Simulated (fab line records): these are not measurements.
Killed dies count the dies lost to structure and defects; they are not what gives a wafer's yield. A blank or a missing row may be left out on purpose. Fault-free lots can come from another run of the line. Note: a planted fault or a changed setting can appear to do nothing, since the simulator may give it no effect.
Matching of chambers -- flow berkeley cmos170 -- UCB170_ZERO_ETCH_06 on rie diel-01 has 4 sister chambers
The step etches SiO2 in CHF3/CF4/Ar, time 12 s. 33 wafers are shown with their chamber, then 12 later ones without.

WAFERS, EACH WITH ITS CHAMBER
wafer,chamber,throttle valve pct (%),drypump motor current A (A),oes product au (a.u.)
L075.1,0,9.49,6.5,0.625
L075.5,3,9.46,5.0,0.609
L075.6,2,9.16,5.9,0.632
L077.4,2,9.16,6.0,0.625
L077.5,3,9.45,5.0,0.615
L077.6,0,9.49,6.4,0.618
L078.1,2,9.17,6.0,0.613
L078.3,0,9.49,6.4,0.617
L078.5,2,9.17,6.0,0.633
L080.2,1,9.02,5.9,0.629
L080.5,0,9.48,6.4,0.615
L080.6,3,9.45,5.0,0.614
L082.1,3,9.46,5.0,0.609
L082.3,0,9.48,6.4,0.620
L082.4,1,9.02,5.9,0.634
L081.2,1,9.02,5.9,0.636
L081.4,0,9.47,6.4,0.621
L081.5,2,9.15,5.9,0.623
L086.2,2,9.16,6.0,0.626
L086.3,3,9.45,5.0,0.614
L086.4,1,9.02,5.9,0.626
L087.2,2,9.16,5.9,0.637
L087.3,3,9.46,5.0,0.610
L087.6,0,9.47,6.5,0.619
L088.2,3,9.45,5.0,0.617
L088.4,1,9.01,5.9,0.628
L088.6,2,9.16,5.9,0.624
L090.1,0,9.49,6.4,0.619
L090.2,2,9.17,6.0,0.625
L090.6,1,9.00,5.9,0.636
L092.3,3,9.46,5.0,0.607
L092.4,0,9.48,6.4,0.622
L092.6,2,9.17,5.9,0.622

SIGNATURES (averages over the wafers above)
reading,chamber 0,chamber 1,chamber 2,chamber 3,scatter within a chamber
throttle valve pct,9.4822,9.0150,9.1630,9.4550,0.00723
drypump motor current A,6.422,5.900,5.950,5.000,0.0374
oes product au,0.61956,0.63150,0.62600,0.61187,0.00477
Rule: a wafer's distance from a chamber is the root of the sum, over the readings, of the square of ((its reading less the chamber's mean) divided by the reading's scatter). If the next closest chamber is less than 2 further off than the closest, the wafer can't be placed; otherwise it belongs to the closest. How the scatter is found: for the shown wafers, subtract from each reading the mean of its chamber, square and add these, divide the total by (wafers less chambers), then take the root.

WAFERS WHOSE CHAMBER IS MISSING
wafer,throttle valve pct (%),drypump motor current A (A),oes product au (a.u.)
L093.2,9.49,6.4,0.617
L093.4,9.16,5.9,0.633
L093.6,9.16,6.0,0.625
L094.1,9.45,5.0,0.615
L094.2,9.16,5.9,0.630
L094.5,9.16,6.0,0.632
L096.2,9.15,5.9,0.626
L096.3,9.48,5.0,0.610
L096.5,9.43,5.0,0.614
L097.1,9.47,5.0,0.607
L097.2,9.17,5.9,0.627
L097.6,9.16,5.9,0.628

WHICH CHAMBER EACH ONE RAN IN
wafer,from the rows above,in truth
L093.2,0,0
L093.4,2,2
L093.6,2,2
L094.1,3,3
L094.2,2,2
L094.5,2,2
L096.2,2,2
L096.3,3,3
L096.5,3,3
L097.1,3,3
L097.2,2,2
L097.6,2,2
Correct placement for 12 of the 12. Can't be placed from these rows: 0. Number placed wrongly: 0.
